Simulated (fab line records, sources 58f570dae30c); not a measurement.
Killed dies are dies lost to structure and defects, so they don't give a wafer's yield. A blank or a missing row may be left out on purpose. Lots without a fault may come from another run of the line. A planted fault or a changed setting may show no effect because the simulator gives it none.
Which tool did it? | flow berkeley_cmos170 | 14 lots, 42 wafers sampled, at 6 steps of a route of 331

WHAT THE GAUGES READ, wafer by wafer
UCB170_SPACER_THK_MEAS_01. Usual: SPACER_TEOS_THK 375 nm, standard deviation 4.4.
lot  | measured     | on            | SPACER_TEOS_THK (nm) | flag
L896 | day 6 17:07  | film_metro-02 | 369 375 373          |
L897 | day 6 22:42  | film_metro-03 | 367 376 371          |
L898 | day 7 06:55  | film_metro-01 | 367 379 369          |
L902 | day 7 17:20  | film_metro-01 | 368 368 372          |
L903 | day 7 22:22  | film_metro-01 | 374 377 384          |
L904 | day 8 08:35  | film_metro-02 | 377 379 383          |
L905 | day 8 12:19  | film_metro-03 | 533 535 533          | OFF
L906 | day 8 12:50  | film_metro-02 | 373 375 380          |
L909 | day 9 13:44  | film_metro-02 | 532 527 533          | OFF
L913 | day 10 00:21 | film_metro-03 | 376 376 381          |
L914 | day 10 00:38 | film_metro-03 | 371 370 375          |
L912 | day 10 00:31 | film_metro-01 | 374 380 377          |
L917 | day 10 23:36 | film_metro-01 | 374 378 375          |
L918 | day 11 00:50 | film_metro-03 | 371 377 378          |

UCB170_NSD_TW_MEAS_10. Usual: NSD_TW 4187, standard deviation 51.
lot  | measured     | on            | NSD_TW         | flag
L896 | day 7 00:00  | film_metro-02 | 4183 4202 4189 |
L897 | day 7 05:49  | film_metro-02 | 4202 4197 4216 |
L898 | day 7 14:23  | film_metro-04 | 4244 4244 4237 |
L902 | day 8 03:25  | film_metro-02 | 4177 4175 4174 |
L903 | day 8 05:17  | film_metro-02 | 4159 4158 4163 |
L904 | day 8 14:09  | film_metro-02 | 4188 4186 4191 |
L906 | day 8 18:47  | film_metro-01 | 4127 4150 4150 |
L913 | day 10 11:01 | film_metro-02 | 4196 4191 4190 |
L914 | day 10 11:14 | film_metro-01 | 4125 4127 4118 |
L912 | day 10 11:28 | film_metro-04 | 4230 4251 4248 |
L917 | day 11 11:48 | film_metro-04 | 4255 4267 4271 |
L918 | day 11 11:40 | film_metro-01 | 4068 4101 4097 |

WHICH TOOL RAN EACH LOT (tool, then ch and the chambers of the sampled wafers, then the start)
lot  | UCB170_NVT_STRIP_08                  | UCB170_PVT_STRIP_08                  | UCB170_SPACER_CVD_00           | UCB170_SPACER_ETCHBACK_03
L896 | plasma_asher-04 ch 0,1, day 5 20:26  | plasma_asher-01 ch 0,1, day 5 21:47  | pecvd-02 ch 0,1, day 6 17:04   | rie_diel-02 ch 1,2, day 6 19:16
L897 | plasma_asher-01 ch 0,1, day 6 03:50  | plasma_asher-02 ch 0,1, day 6 05:38  | pecvd-01 ch 0,2, day 6 22:40   | rie_diel-04 ch 1,2,3, day 7 02:37
L898 | plasma_asher-04 ch 0,1, day 6 13:20  | plasma_asher-04 ch 0,1, day 6 15:36  | pecvd-02 ch 0,1, day 7 06:51   | rie_diel-03 ch 0,1,3, day 7 10:59
L902 | plasma_asher-04 ch 0,1, day 6 19:38  | plasma_asher-04 ch 0,1, day 6 23:50  | pecvd-02 ch 0,1, day 7 17:17   | rie_diel-04 ch 0,1,3, day 7 20:41
L903 | plasma_asher-04 ch 0,1, day 7 04:58  | plasma_asher-04 ch 0,1, day 7 06:22  | pecvd-01 ch 0,2, day 7 22:19   | rie_diel-04 ch 0,3, day 8 00:53
L904 | plasma_asher-03 ch 0,1, day 7 16:30  | plasma_asher-02 ch 0,1, day 7 18:18  | pecvd-02 ch 0,1, day 8 08:33   | rie_diel-02 ch 0,1,2, day 8 10:56
L905 | plasma_asher-01 ch 0,1, day 7 18:29  | plasma_asher-04 ch 0,1, day 7 22:40  | pecvd-01 ch 0, day 8 12:11     | rie_diel-02 ch 1,2,3, day 8 15:07
L906 | plasma_asher-03 ch 0,1, day 7 18:46  | plasma_asher-02 ch 0,1, day 7 22:57  | pecvd-02 ch 0,1,2, day 8 12:46 | rie_diel-03 ch 0,2, day 8 15:07
L909 | plasma_asher-01 ch 1, day 8 22:55    | plasma_asher-02 ch 0,1, day 9 01:31  | pecvd-01 ch 0,1,2, day 9 13:41 | rie_diel-03 ch 0,1, day 9 19:46
L913 | plasma_asher-03 ch 0,1, day 9 01:32  | plasma_asher-01 ch 0,1, day 9 05:51  | pecvd-02 ch 1,2, day 10 00:17  | rie_diel-03 ch 0,1,2, day 10 06:43
L914 | plasma_asher-03 ch 0,1, day 9 01:48  | plasma_asher-04 ch 0,1, day 9 06:03  | pecvd-02 ch 1,2, day 10 00:34  | rie_diel-04 ch 0,1,2, day 10 06:47
L912 | plasma_asher-04 ch 0,1, day 9 01:49  | plasma_asher-01 ch 0,1, day 9 06:10  | pecvd-04 ch 0,1, day 10 00:27  | rie_diel-02 ch 0,1,3, day 10 06:47
L917 | plasma_asher-01 ch 0,1, day 10 02:52 | plasma_asher-01 ch 0,1, day 10 04:38 | pecvd-04 ch 0,1, day 10 23:33  | rie_diel-03 ch 0,3, day 11 03:59
L918 | plasma_asher-03 ch 0,1, day 10 07:06 | plasma_asher-01 ch 0,1, day 10 08:49 | pecvd-04 ch 1,2, day 11 00:48  | rie_diel-03 ch 1,2,3, day 11 04:03
- UCB170_NVT_STRIP_08: strips in O2.
- UCB170_PVT_STRIP_08: strips in O2.
- UCB170_SPACER_CVD_00: deposits SiO2 from TEOS/O2, target thk 376 nm, time 47 s.
- UCB170_SPACER_ETCHBACK_03: etches SiO2 in CHF3/CF4/Ar, stops on Si, target depth 376 nm, time 100 s.

WHAT THE TOOLS THEMSELVES READ (means of the sampled wafers that have a number; where no wafer has one, the mark that the record gives instead)
UCB170_NVT_STRIP_08. Usual: drypump_motor_current_A 5.7 A, standard deviation 0.44; oes_product_au 0.734 a.u., standard deviation 0.0044; strip_time_to_endpoint_s 21.62 s, standard deviation 0.058.
lot  | tool            | drypump_motor_current_A (A) | oes_product_au (a.u.) | strip_time_to_endpoint_s (s) | flag
L896 | plasma_asher-04 | 5.3                         | 0.733                 | 21.65                        |
L897 | plasma_asher-01 | 6.3                         | 0.735                 | 21.72                        |
L898 | plasma_asher-04 | 5.6                         | 0.735                 | 21.65                        |
L902 | plasma_asher-04 | 5.6                         | 0.731                 | 21.66                        |
L903 | plasma_asher-04 | 5.6                         | 0.735                 | 21.56                        |
L904 | plasma_asher-03 | 5.6                         | 0.735                 | 21.64                        |
L905 | plasma_asher-01 | 6.2                         | 0.733                 | 21.63                        |
L906 | plasma_asher-03 | 5.5                         | 0.734                 | 21.61                        |
L909 | plasma_asher-01 | 6.5                         | 0.732                 | 21.53                        |
L913 | plasma_asher-03 | 5.5                         | 0.732                 | 21.63                        |
L914 | plasma_asher-03 | 5.5                         | 0.739                 | 21.55                        |
L912 | plasma_asher-04 | 5.6                         | 0.737                 | 21.66                        |
L917 | plasma_asher-01 | 6.3                         | 0.736                 | 21.58                        |
L918 | plasma_asher-03 | 5.6                         | 0.729                 | 21.61                        |

UCB170_PVT_STRIP_08. Usual: drypump_motor_current_A 5.8 A, standard deviation 0.48; oes_product_au 0.734 a.u., standard deviation 0.0046; strip_time_to_endpoint_s 21.63 s, standard deviation 0.06.
lot  | tool            | drypump_motor_current_A (A) | oes_product_au (a.u.) | strip_time_to_endpoint_s (s) | flag
L896 | plasma_asher-01 | 6.1                         | 0.734                 | 21.65                        |
L897 | plasma_asher-02 | 5.5                         | 0.735                 | 21.61                        |
L898 | plasma_asher-04 | 5.3                         | 0.736                 | 21.62                        |
L902 | plasma_asher-04 | 5.6                         | 0.734                 | 21.64                        |
L903 | plasma_asher-04 | 5.3                         | 0.738                 | 21.62                        |
L904 | plasma_asher-02 | 5.6                         | 0.735                 | 21.60                        |
L905 | plasma_asher-04 | 5.6                         | 0.732                 | 21.54                        |
L906 | plasma_asher-02 | 5.6                         | 0.735                 | 21.56                        |
L909 | plasma_asher-02 | 5.5                         | 0.738                 | 21.78                        |
L913 | plasma_asher-01 | 6.1                         | 0.732                 | 21.60                        |
L914 | plasma_asher-04 | 5.3                         | 0.731                 | 21.63                        |
L912 | plasma_asher-01 | 6.1                         | 0.737                 | 21.57                        |
L917 | plasma_asher-01 | 6.3                         | 0.727                 | 21.62                        |
L918 | plasma_asher-01 | 6.1                         | 0.735                 | 21.66                        |

UCB170_SPACER_CVD_00. Usual: heater_power_w 250 W, standard deviation 52.
lot  | tool     | heater_power_w (W) | flag
L896 | pecvd-02 | 240                |
L897 | pecvd-01 | 254                |
L898 | pecvd-02 | 237                |
L902 | pecvd-02 | 242                |
L903 | pecvd-01 | 245                |
L904 | pecvd-02 | 245                |
L905 | pecvd-01 | 278                |
L906 | pecvd-02 | 241                |
L909 | pecvd-01 | 307                |
L913 | pecvd-02 | 234                |
L914 | pecvd-02 | 184                |
L912 | pecvd-04 | 248                |
L917 | pecvd-04 | 207                |
L918 | pecvd-04 | 238                |

UCB170_SPACER_ETCHBACK_03. Usual: drypump_motor_current_A 5.7 A, standard deviation 0.41; mfc_ar_sccm 120.0 sccm, standard deviation 0.37; oes_product_au 0.899 a.u., standard deviation 0.019; throttle_valve_pct 6.46 %, standard deviation 0.16.
lot  | tool        | drypump_motor_current_A (A) | mfc_ar_sccm (sccm) | oes_product_au (a.u.) | throttle_valve_pct (%) | flag
L896 | rie_diel-02 | 6.1                         | 119.7              | 0.894                 | 6.54                   |
L897 | rie_diel-04 | 6.0                         | 119.8              | 0.887                 | 6.38                   |
L898 | rie_diel-03 | 5.6                         | 119.8              | 0.896                 | 6.40                   |
L902 | rie_diel-04 | 5.9                         | 120.1              | 0.878                 | 6.27                   |
L903 | rie_diel-04 | 5.6                         | 120.0              | 0.888                 | 6.28                   |
L904 | rie_diel-02 | 5.7                         | 120.0              | 0.913                 | 6.57                   |
L905 | rie_diel-02 | 6.1                         | 119.8              | 1.001                 | 6.60                   | OFF
L906 | rie_diel-03 | 5.1                         | 120.1              | 0.905                 | 6.51                   |
L909 | rie_diel-03 | 5.4                         | 119.9              | 1.024                 | 6.42                   | OFF
L913 | rie_diel-03 | 5.3                         | 119.9              | 0.927                 | 6.50                   |
L914 | rie_diel-04 | 5.7                         | 120.3              | 0.885                 | 6.40                   |
L912 | rie_diel-02 | 5.7                         | 120.1              | 0.908                 | 6.57                   |
L917 | rie_diel-03 | 5.4                         | 120.4              | 0.904                 | 6.33                   |
L918 | rie_diel-03 | 5.5                         | 120.1              | 0.903                 | 6.51                   |

THE ANSWER, worked out from the rows above alone
Rule: a lot is off if the mean of its wafers that have a number lies more than 3 standard deviations from the usual mean. A lot without any number at a reading at which 4 lots or more have one is off too. The other lots that the step has rows for count as sound. The gauges are gone through in route order, then the tools' own readings, and for those a lot's mean is taken as printed above. The first step at which some lot is off is used, and at that step the reading that is off furthest; a lot without a number counts as furthest.
Off: L905, L909, at UCB170_SPACER_THK_MEAS_01 (SPACER_TEOS_THK).
A tool fits if, at a process step before that reading, it ran every lot that is off, and no sound lot after the first of them. The gauges at UCB170_SPACER_THK_MEAS_01 aren't tried: what is off there is off at UCB170_SPACER_ETCHBACK_03 too, on other tools, and a gauge's error can't cause that. One fits: pecvd-01 at UCB170_SPACER_CVD_00. Its last sound lot is L903 (day 7 22:19), its first lot that is off L905 (day 8 12:11): a fault that began between those two fits.

WHAT THE SIMULATOR HAD PUT IN
Process parameter drift: pecvd-01, from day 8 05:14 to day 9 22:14, at UCB170_SPACER_CVD_00. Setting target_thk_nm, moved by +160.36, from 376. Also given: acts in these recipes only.
Lots struck among those shown: L905, L909. The rule above found the same.
